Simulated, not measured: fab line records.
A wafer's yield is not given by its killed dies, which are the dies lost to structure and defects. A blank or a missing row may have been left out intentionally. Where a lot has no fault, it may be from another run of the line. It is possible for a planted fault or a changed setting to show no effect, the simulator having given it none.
Lot-split experiment ; flow rit cmos ; on a route of 202 steps: 5 lots, 23 wafers read

## ABOUT THE SPLIT
At RIT_GATE_CVD_08 (deposits poly-Si from SiH4, target thk 250 nm, time 2220 s), the setting pressure mtorr was moved away from the recipe's 300 mTorr on 15 of the 23 wafers read, by -14.0% to +10.0%. For the rest of the wafers, this setting stayed at what the recipe calls for.

No step appears in the file between the split and the reading.

## THE READING
At RIT_GATE_THK_MEAS_09: GATE_POLY_THK, given in nm. On this fab line, fault-free wafers typically give 248.7 nm with a standard deviation of 2.3 nm.

wafer;tool, chamber at the split;pressure mtorr as run, mTorr;against the recipe;GATE_POLY_THK, nm;against lot-mates on the recipe
L075.1;-, -;313.5;+4.5%;255.2;no lot-mate on the recipe
L075.3;-, -;313.5;+4.5%;254.0;no lot-mate on the recipe
L075.4;-, -;313.5;+4.5%;252.4;no lot-mate on the recipe
L075.5;-, -;313.5;+4.5%;255.6;no lot-mate on the recipe
L075.6;-, -;313.5;+4.5%;254.6;no lot-mate on the recipe
L076.1;-, -;258.1;-14.0%;227.9;no lot-mate on the recipe
L076.2;-, -;258.1;-14.0%;228.6;no lot-mate on the recipe
L076.3;-, -;258.1;-14.0%;230.2;no lot-mate on the recipe
L076.4;-, -;258.1;-14.0%;229.3;no lot-mate on the recipe
L076.5;-, -;258.1;-14.0%;229.2;no lot-mate on the recipe
L078.1;-, -;330;+10.0%;262.9;no lot-mate on the recipe
L078.2;-, -;330;+10.0%;263.2;no lot-mate on the recipe
L078.3;-, -;330;+10.0%;263.3;no lot-mate on the recipe
L078.4;-, -;330;+10.0%;264.2;no lot-mate on the recipe
L078.6;-, -;330;+10.0%;263.7;no lot-mate on the recipe
L079.3;lpcvd-01, 1;300;recipe;250.4;-
L079.4;lpcvd-01, 1;300;recipe;248.2;-
L079.5;lpcvd-01, 1;300;recipe;250.6;-
L084.1;-, -;300;recipe;246.0;-
L084.2;-, -;300;recipe;245.5;-
L084.4;-, -;300;recipe;244.2;-
L084.5;-, -;300;recipe;245.8;-
L084.6;-, -;300;recipe;243.8;-

THE FIT
A straight line over all 23 wafers: GATE_POLY_THK changes by +1.42 nm for each +1% of pressure mtorr; r = +0.99; the points scatter about the line by 2 nm.
Too few moved wafers with a lot-mate on the recipe to fit a line net of each lot's own level.

## THE WHOLE CHAIN: every reading that the file lists as answering this split, in the file's order
step;what it does;reading;change (the file's fit);r (the file's)
RIT_GATE_CVD_08;deposits poly-Si from SiH4, target thk 250 nm, time 2220 s;poly-Si_of_GATE_CVD_08.thk nm (the simulator's own value, which no gauge read);+1.42 nm for each +1% of the setting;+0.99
RIT_GATE_THK_MEAS_09;;GATE_POLY_THK;+1.42 for each +1% of the setting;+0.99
RIT_GATE_ETCH_19;etches poly-Si in SF6/CHF3/O2, stops on SiO2, time 165 s, target depth 312.5 nm;etch.depth nm (the simulator's own value, which no gauge read);+1.45 nm for each +1% of the setting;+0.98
RIT_GATE_ETCH_19;etches poly-Si in SF6/CHF3/O2, stops on SiO2, time 165 s, target depth 312.5 nm;GATE.feature depth nm (the simulator's own value, which no gauge read);+1.42 nm for each +1% of the setting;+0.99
RIT_SPACER_ETCHBACK_05;etches Si3N4 in SF6/CHF3, stops on SiO2, target depth 250 nm, time 240 s;poly-Si_of_GATE_CVD_08.thk nm (the simulator's own value, which no gauge read);+1.53 nm for each +1% of the setting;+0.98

## THE FILE'S OWN FIT
GATE_POLY_THK changes by +1.42 nm for each +1% of pressure mtorr, r = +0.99.
